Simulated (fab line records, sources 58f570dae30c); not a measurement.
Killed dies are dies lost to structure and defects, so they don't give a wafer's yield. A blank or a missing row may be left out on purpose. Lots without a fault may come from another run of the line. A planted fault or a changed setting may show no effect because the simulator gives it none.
One fault seen from 2 desks | flow berkeley_cmos170 | each desk has only its own numbers; what lay behind them comes last

THE METROLOGY DESK
What the gauges read, lot by lot, whatever tool the lot ran on: means of the sampled wafers that have a number. A lot is out of limits, marked OUT, if its mean lies more than 4 standard deviations from the usual mean; the brackets give that distance.
Columns: A = V1_OVL at UCB170_V1_OVL_MEAS_13, usual 3 nm; B = M2_OVL at UCB170_M2_OVL_MEAS_16, usual 4 nm; C = V2_TEOS_THK at UCB170_V2_THK_MEAS_01, usual 2002 nm
lot  | first seen here | A  | B  | C
L595 | day 7 18:28     | 6  | 9  | 1996
L598 | day 7 18:38     | 1  | 2  | 2003
L594 | day 7 18:53     | 10 | -2 | 1988
L597 | day 7 19:01     | 11 | 4  | 2030
L596 | day 7 19:14     | -8 | 3  | 1905
L599 | day 8 08:31     | 1  | 8  | 1990
L609 | day 10 11:27    | 1  | 2  | 2001
L606 | day 10 17:15    | 7  | 6  | 1981
L613 | day 11 04:02    | 2  | 10 | 1985
L612 | day 11 04:17    | 1  | 2  | 2018
L614 | day 11 08:13    | -3 | 6  | 2013
L615 | day 11 08:20    | 1  | 8  | 1982
L616 | day 12 07:50    | 3  | 10 | 1992
L617 | day 12 19:09    | 7  | -4 | 2013
This desk's finding: nothing out of limits on any of the 14 lots.

THE TOOL OWNER'S DESK: pecvd-02
The tool's own readings at UCB170_V2_CVD_00 (deposits SiO2 from TEOS/O2, target thk 2000 nm, time 250 s): means of the sampled wafers that have a number, for each lot that ran on this tool. A lot is out of limits, marked OUT, if its mean lies more than 4 standard deviations from the usual mean; the brackets give that distance.
Columns: A = heater_power_w at UCB170_V2_CVD_00, usual 273 W
lot  | first seen here | A
L595 | day 7 22:06     | 254
L594 | day 7 22:39     | 284
L596 | day 7 23:01     | 249
L599 | day 8 11:27     | 264
L612 | day 11 07:31    | 282
L615 | day 11 12:37    | 228
L616 | day 12 11:08    | 273
This desk's finding: nothing out of limits on any of the 7 lots.

PUT TOGETHER
The metrology desk saw nothing out of limits.
The tool owner's desk saw nothing out of limits.

WHAT THE SIMULATOR HAD PUT IN
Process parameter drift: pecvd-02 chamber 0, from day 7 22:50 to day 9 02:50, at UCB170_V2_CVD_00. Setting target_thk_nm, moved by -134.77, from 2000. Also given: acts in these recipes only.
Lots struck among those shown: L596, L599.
